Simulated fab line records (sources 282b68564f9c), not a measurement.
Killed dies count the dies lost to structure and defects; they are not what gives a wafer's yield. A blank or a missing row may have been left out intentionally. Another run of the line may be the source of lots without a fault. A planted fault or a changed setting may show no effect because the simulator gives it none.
A lot that was struck, set against a sound lot :: flow rit-cmos :: 25 out of 202 route steps
Sound: the wafers L744.3, L744.4, L744.6. Wafers L739.1, L739.4, L739.6 were the ones struck. The cause is given at the end.
At each step with rows: each side's tool, then ch and its chambers, then its first start. Under that, the readings that differ: sound wafers :: struck wafers :: difference of the means :: sigmas: that difference in standard deviations of wafers without a fault.
alike: readings whose means differ by less than 2 such deviations, and words and numbers that are the same on both sides. not compared: withheld readings, readings that some wafer has no value for, bounds like >300 that may hide the same value, and numbers for which the record gives no deviation and whose values overlap.
Wherever a step has rows on one side only, a row that says differs or no value, or a row with sigmas, the two part there. Numbers that don't overlap but have no deviation are shown without sigmas and don't part them. A reading that every wafer of one side lacks parts them only if that side has two wafers or more.

first, 1 step without rows for these wafers: RIT_PRETRO_IMPLANT_08.
RIT_PRETRO_STRIP_09: strips in O2, time 180 s.
  sound on plasma-asher-03 ch 0,1, day 6 07:48; struck on plasma-asher-04 ch 0,1, day 5 01:59
  alike: drypump-motor-current-A, o2-flow-sccm
  not compared: rf-hours-counter-h
RIT_PRETRO_TW_MEAS_10:
  sound on film-metro-04 at day 6 07:56; struck on film-metro-03 at day 5 02:10
  alike: PRETRO_TW
then, 5 steps without rows for these wafers: RIT_GATE_WET_ETCH_00 (etches SiO2 in BOE, target depth 56 nm, time 60 s); RIT_GATE_CLEAN_01 (cleans in SC1, time 600 s); RIT_GATE_CLEAN_02 (cleans in dHF, time 30 s); RIT_GATE_CLEAN_03 (cleans in SC2, time 600 s); RIT_GATE_CLEAN_04 (cleans in dHF, time 60 s).
RIT_FOX2_THK_MEAS_91:
  sound on film-metro-02 at day 6 08:26; struck on film-metro-01 at day 5 02:39
reading: FIELD_OXIDE_LEFT_2_THK (nm)
sound: 274 270 273
struck: 245 248 247
difference: -26
sigmas: -3
then, 2 steps without rows for these wafers: RIT_GATE_OXIDATION_05 (target thk 3 nm, ox time 270 s); RIT_GATE_ANNEAL_06 (time 600 s).
RIT_GATE_THK_MEAS_07:
  sound on film-metro-03 at day 6 13:55; struck on film-metro-01 at day 5 07:24
  alike: GATE_OXIDE_THK
RIT_GATE_CVD_08: deposits poly-Si from SiH4, target thk 250 nm, time 2220 s.
  sound on lpcvd-02 ch 0, day 6 13:57; struck on lpcvd-01 ch 0, day 5 09:15
  alike: pressure-mtorr, sih4-flow-sccm, spike-tc-source-C
RIT_GATE_THK_MEAS_09:
  sound on film-metro-03 at day 6 16:23; struck on film-metro-01 at day 5 10:52
reading: GATE_POLY_THK (nm)
sound: 250.6 252.2 249.3
struck: 494.5 492.6 493.2
difference: +242.7
sigmas: +99 or more
then, 6 steps without rows for these wafers: RIT_GATE_HMDS_10 (prime time 60 s); RIT_GATE_COAT_11 (resist thk 850 nm); RIT_GATE_SOFTBAKE_12 (time 60 s); RIT_GATE_EXPOSE_13 (exposes mask M6, target cd 150 nm); RIT_GATE_PEB_14; RIT_GATE_DEVELOP_15 (develop time 50 s).
RIT_GATE_CD_MEAS_16: the cd target is 150 nm.
  sound on cd-sem-01 at day 6 17:27; struck on cd-sem-01 at day 5 12:01
  alike: cd-nm
RIT_GATE_OVL_MEAS_17:
  sound on overlay-02 at day 6 17:32; struck on overlay-02 at day 5 12:08
  alike: GATE_OVL
then, 1 step without rows for these wafers: RIT_GATE_HARDBAKE_18 (time 60 s).
RIT_GATE_ETCH_19: etches poly-Si in SF6/CHF3/O2, stops on SiO2, time 165 s, target depth 312.5 nm.
  sound on rie-si-02 ch 1,2,3, day 6 17:43; struck on rie-si-01 ch 0,1,3, day 5 12:19
reading: oes-product-au (a.u.)
sound: 0.840 0.831 0.845
struck: 0.987 0.998 1.021
difference: +0.163
sigmas: +13

reading: model.GATE.feature-depth-nm (nm)
sound: 250.7 252.1 249.3
struck: 306 313.5 310.5
difference: +59
sigmas: 

reading: model.etch.depth-nm (nm)
sound: 250.7 252.1 249.3
struck: 306 313.5 310.5
difference: +59
sigmas: 
  alike: drypump-motor-current-A, throttle-valve-pct
  not compared: rf-hours-counter-h
RIT_GATE_STRIP_20: strips in O2, time 180 s.
  sound on plasma-asher-04 ch 0,1, day 6 17:53; struck on plasma-asher-02 ch 0,1, day 5 12:26
  alike: drypump-motor-current-A, o2-flow-sccm
  not compared: rf-hours-counter-h

## WHERE THEY PART
Earliest at RIT_FOX2_THK_MEAS_91; latest, in this record, at RIT_GATE_ETCH_19. Later steps at which nothing parts them and some readings are alike: RIT_GATE_STRIP_20.

WHY: what had been put in by the simulator
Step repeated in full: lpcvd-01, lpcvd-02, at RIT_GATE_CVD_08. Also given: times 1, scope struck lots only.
